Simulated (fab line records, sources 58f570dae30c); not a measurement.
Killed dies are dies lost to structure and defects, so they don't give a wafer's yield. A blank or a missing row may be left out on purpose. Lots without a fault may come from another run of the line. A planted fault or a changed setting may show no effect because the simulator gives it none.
Which tool did it? | flow berkeley_cmos170 | 14 lots, 42 wafers sampled, at 7 steps of a route of 331

WHAT THE GAUGES READ, wafer by wafer
UCB170_CONTACT_CD_MEAS_90: target cd 700 nm. Usual: cd_nm 700.1 nm, standard deviation 1.2.
lot  | measured     | on        | cd_nm (nm)        | flag
L854 | day 8 06:51  | cd_sem-02 | 700.9 701.1 699.6 |
L855 | day 9 00:41  | cd_sem-01 | 699.7 701.2 700.0 |
L856 | day 9 01:22  | cd_sem-01 | 701.5 701.2 700.9 |
L859 | day 9 12:17  | cd_sem-02 | 700.1 700.4 699.5 |
L861 | day 9 19:31  | cd_sem-01 | 701.1 701.4 700.3 |
L864 | day 10 17:01 | cd_sem-02 | 700.5 700.7 698.5 |
L869 | day 11 01:03 | cd_sem-02 | 700.0 700.0 702.0 |
L868 | day 11 01:53 | cd_sem-01 | 699.6 700.3 702.1 |
L870 | day 11 02:52 | cd_sem-01 | 698.2 698.0 698.4 |
L873 | day 12 07:49 | cd_sem-02 | 701.9 701.2 700.4 |
L874 | day 12 11:14 | cd_sem-02 | 699.6 700.6 699.2 |
L876 | day 12 12:26 | cd_sem-01 | 699.8 700.5 698.7 |
L875 | day 12 12:32 | cd_sem-02 | 700.4 698.8 699.6 |
L877 | day 13 08:53 | cd_sem-01 | 697.5 700.6 699.6 |

UCB170_M2_OVL_MEAS_16. Usual: M2_OVL -6 nm, standard deviation 5.7.
lot  | measured     | on         | M2_OVL (nm) | flag
L854 | day 8 17:34  | overlay-01 | -8 -13 -3   |
L855 | day 9 12:50  | overlay-01 | 0 1 4       |
L856 | day 9 12:26  | overlay-01 | -3 -5 4     |
L859 | day 9 22:31  | overlay-01 | 1 0 5       |
L861 | day 10 05:33 | overlay-02 | -14 -8 -11  |
L864 | day 11 02:21 | overlay-02 | -14 -13 -10 |
L869 | day 11 11:49 | overlay-02 | 2 -9 -2     |
L868 | day 11 12:49 | overlay-01 | 1 -2 3      |
L870 | day 11 14:35 | overlay-01 | -1 -2 1     |
L873 | day 16 15:34 | overlay-02 | -1 -6 -6    |
L874 | day 16 13:29 | overlay-02 | 1 -6 -11    |
L876 | day 16 12:52 | overlay-01 | -3 -6 1     |
L875 | day 16 15:22 | overlay-01 | -3 -4 -4    |
L877 | day 16 16:05 | overlay-01 | -8 -12 0    |

UCB170_M3_RS_MEAS_02: measures by four-point-probe. Usual: M3_AL_RS 0.0322 ohm/sq, standard deviation 0.0003.
lot  | measured     | on            | M3_AL_RS (ohm/sq)    | flag
L854 | day 8 21:26  | film_metro-04 | 0.0319 0.0318 0.0321 |
L855 | day 9 16:16  | film_metro-01 | 0.0324 0.0319 0.0322 |
L856 | day 9 15:52  | film_metro-04 | 0.0321 0.0322 0.0322 |
L859 | day 10 01:31 | film_metro-04 | 0.0321 0.0318 0.0319 |
L861 | day 10 09:19 | film_metro-02 | 0.0327 0.0279 0.0324 | OFF
L864 | day 11 05:35 | film_metro-01 | 0.0324 0.0279 0.0322 | OFF
L869 | day 11 15:42 | film_metro-01 | 0.0315 0.0314 0.0318 |
L868 | day 11 16:03 | film_metro-01 | 0.0328 0.0323 0.0325 |
L870 | day 11 18:08 | film_metro-01 | 0.0327 0.0327 0.0323 |
L873 | day 16 23:33 | film_metro-04 | 0.0322 0.0324 0.0321 |
L874 | day 16 19:45 | film_metro-04 | 0.0323 0.0320 0.0321 |
L876 | day 16 19:47 | film_metro-01 | 0.0317 0.0318 0.0319 |
L875 | day 16 23:16 | film_metro-02 | 0.0327 0.0325 0.0325 |
L877 | day 17 00:06 | film_metro-04 | 0.0327 0.0328 0.0329 |

UCB170_M3_THK_MEAS_03: measures by xrf. Usual: M3_AL_THK 894 nm, standard deviation 9.3.
lot  | measured     | on            | M3_AL_THK (nm) | flag
L854 | day 8 21:34  | film_metro-04 | 909 913 901    |
L855 | day 9 16:23  | film_metro-01 | 887 895 894    |
L856 | day 9 15:59  | film_metro-04 | 897 900 897    |
L859 | day 10 01:38 | film_metro-04 | 900 905 912    |
L861 | day 10 09:25 | film_metro-02 | 882 1035 890   | OFF
L864 | day 11 05:42 | film_metro-01 | 887 1024 893   | OFF
L869 | day 11 15:49 | film_metro-01 | 908 915 903    |
L868 | day 11 16:10 | film_metro-01 | 876 888 882    |
L870 | day 11 18:15 | film_metro-01 | 877 882 888    |
L873 | day 16 23:40 | film_metro-04 | 897 887 907    |
L874 | day 16 19:52 | film_metro-04 | 890 902 902    |
L876 | day 16 19:53 | film_metro-01 | 911 903 902    |
L875 | day 16 23:23 | film_metro-02 | 885 889 890    |
L877 | day 17 00:13 | film_metro-04 | 885 884 878    |

UCB170_M3_BOW_MEAS_20. Usual: M3_BOW 34 um, standard deviation 6.5.
lot  | measured     | on            | M3_BOW (um) | flag
L854 | day 9 00:44  | film_metro-01 | 47 38 38    |
L855 | day 9 19:34  | film_metro-04 | 51 29 34    |
L856 | day 9 18:41  | film_metro-01 | 30 33 38    |
L859 | day 10 05:14 | film_metro-02 | 35 43 32    |
L861 | day 10 13:41 | film_metro-04 | 44 31 34    |
L864 | day 11 08:16 | film_metro-02 | 33 36 43    |
L869 | day 11 18:39 | film_metro-02 | 28 33 39    |
L868 | day 11 18:59 | film_metro-01 | 36 21 26    |
L870 | day 11 21:26 | film_metro-04 | 36 39 30    |
L873 | day 17 10:25 | film_metro-02 | 28 29 31    |
L874 | day 17 06:35 | film_metro-01 | 22 38 29    |
L876 | day 17 05:40 | film_metro-04 | 39 30 28    |
L875 | day 17 10:13 | film_metro-01 | 35 40 46    |
L877 | day 17 10:53 | film_metro-02 | 29 27 35    |

WHICH TOOL RAN EACH LOT (tool, then ch and the chambers of the sampled wafers, then the start)
lot  | UCB170_M3_SPUTTER_01         | UCB170_M3_METAL_ETCH_18
L854 | pvd_sputter-01, day 8 21:21  | rie_metal-03 ch 1, day 9 00:08
L855 | pvd_sputter-04, day 9 16:11  | rie_metal-01 ch 0,1, day 9 19:10
L856 | pvd_sputter-02, day 9 15:47  | rie_metal-03 ch 0,1, day 9 18:16
L859 | pvd_sputter-02, day 10 01:26 | rie_metal-02 ch 0,1, day 10 04:49
L861 | pvd_sputter-01, day 10 09:13 | rie_metal-03 ch 0,1, day 10 13:15
L864 | pvd_sputter-01, day 11 05:30 | rie_metal-02 ch 0,1, day 11 07:51
L869 | pvd_sputter-02, day 11 15:35 | rie_metal-01 ch 0,1, day 11 18:13
L868 | pvd_sputter-04, day 11 15:56 | rie_metal-03 ch 0,1, day 11 18:34
L870 | pvd_sputter-02, day 11 18:02 | rie_metal-02 ch 0,1, day 11 21:00
L873 | pvd_sputter-01, day 16 23:28 | rie_metal-03 ch 0,1, day 17 10:00
L874 | pvd_sputter-02, day 16 19:40 | rie_metal-01 ch 0,1, day 17 06:07
L876 | pvd_sputter-01, day 16 19:40 | rie_metal-03 ch 0,1, day 17 05:17
L875 | pvd_sputter-04, day 16 23:11 | rie_metal-02 ch 1, day 17 09:49
L877 | pvd_sputter-02, day 17 00:01 | rie_metal-01 ch 0,1, day 17 10:22
- UCB170_M3_SPUTTER_01: material Al, target thk 900 nm, time 120 s.
- UCB170_M3_METAL_ETCH_18: etches Al in Cl2/BCl3, stops on SiO2, target depth 1170 nm, time 195 s.

WHAT THE TOOLS THEMSELVES READ (means of the sampled wafers that have a number; where no wafer has one, the mark that the record gives instead)
UCB170_M3_SPUTTER_01. Usual: throttle_valve_pct 30.4 %, standard deviation 1.1.
lot  | tool           | throttle_valve_pct (%) | flag
L854 | pvd_sputter-01 | 30.2                   |
L855 | pvd_sputter-04 | 30.9                   |
L856 | pvd_sputter-02 | 30.0                   |
L859 | pvd_sputter-02 | 29.8                   |
L861 | pvd_sputter-01 | 30.5                   |
L864 | pvd_sputter-01 | 30.4                   |
L869 | pvd_sputter-02 | 30.0                   |
L868 | pvd_sputter-04 | 31.5                   |
L870 | pvd_sputter-02 | 30.6                   |
L873 | pvd_sputter-01 | 30.1                   |
L874 | pvd_sputter-02 | 30.0                   |
L876 | pvd_sputter-01 | 30.2                   |
L875 | pvd_sputter-04 | 31.5                   |
L877 | pvd_sputter-02 | 30.2                   |

UCB170_M3_METAL_ETCH_18. Usual: drypump_motor_current_A 5.54 A, standard deviation 0.29; oes_product_au 0.853 a.u., standard deviation 0.016; throttle_valve_pct 24.39 %, standard deviation 0.21.
lot  | tool         | drypump_motor_current_A (A) | oes_product_au (a.u.) | throttle_valve_pct (%) | flag
L854 | rie_metal-03 | 5.50                        | 0.862                 | 24.08                  |
L855 | rie_metal-01 | 5.86                        | 0.848                 | 24.37                  |
L856 | rie_metal-03 | 5.49                        | 0.859                 | 24.15                  |
L859 | rie_metal-02 | 5.17                        | 0.848                 | 24.68                  |
L861 | rie_metal-03 | 5.49                        | 0.881                 | 24.14                  |
L864 | rie_metal-02 | 5.19                        | 0.871                 | 24.67                  |
L869 | rie_metal-01 | 5.76                        | 0.868                 | 24.40                  |
L868 | rie_metal-03 | 5.48                        | 0.855                 | 24.15                  |
L870 | rie_metal-02 | 5.18                        | 0.835                 | 24.69                  |
L873 | rie_metal-03 | 5.48                        | 0.866                 | 24.21                  |
L874 | rie_metal-01 | 5.86                        | 0.846                 | 24.37                  |
L876 | rie_metal-03 | 5.48                        | 0.867                 | 24.14                  |
L875 | rie_metal-02 | 4.96                        | 0.841                 | 24.72                  |
L877 | rie_metal-01 | 5.84                        | 0.835                 | 24.38                  |

THE ANSWER, worked out from the rows above alone
Rule: a lot is off if the mean of its wafers that have a number lies more than 3 standard deviations from the usual mean. A lot without any number at a reading at which 4 lots or more have one is off too. The other lots that the step has rows for count as sound. The gauges are gone through in route order, then the tools' own readings, and for those a lot's mean is taken as printed above. The first step at which some lot is off is used, and at that step the reading that is off furthest; a lot without a number counts as furthest.
Off: L861, L864, at UCB170_M3_RS_MEAS_02 (M3_AL_RS).
A tool fits if, at a process step before that reading, it ran every lot that is off, and no sound lot after the first of them. The gauges at UCB170_M3_RS_MEAS_02 are tried like those tools. None of those tried fits.

WHAT THE SIMULATOR HAD PUT IN
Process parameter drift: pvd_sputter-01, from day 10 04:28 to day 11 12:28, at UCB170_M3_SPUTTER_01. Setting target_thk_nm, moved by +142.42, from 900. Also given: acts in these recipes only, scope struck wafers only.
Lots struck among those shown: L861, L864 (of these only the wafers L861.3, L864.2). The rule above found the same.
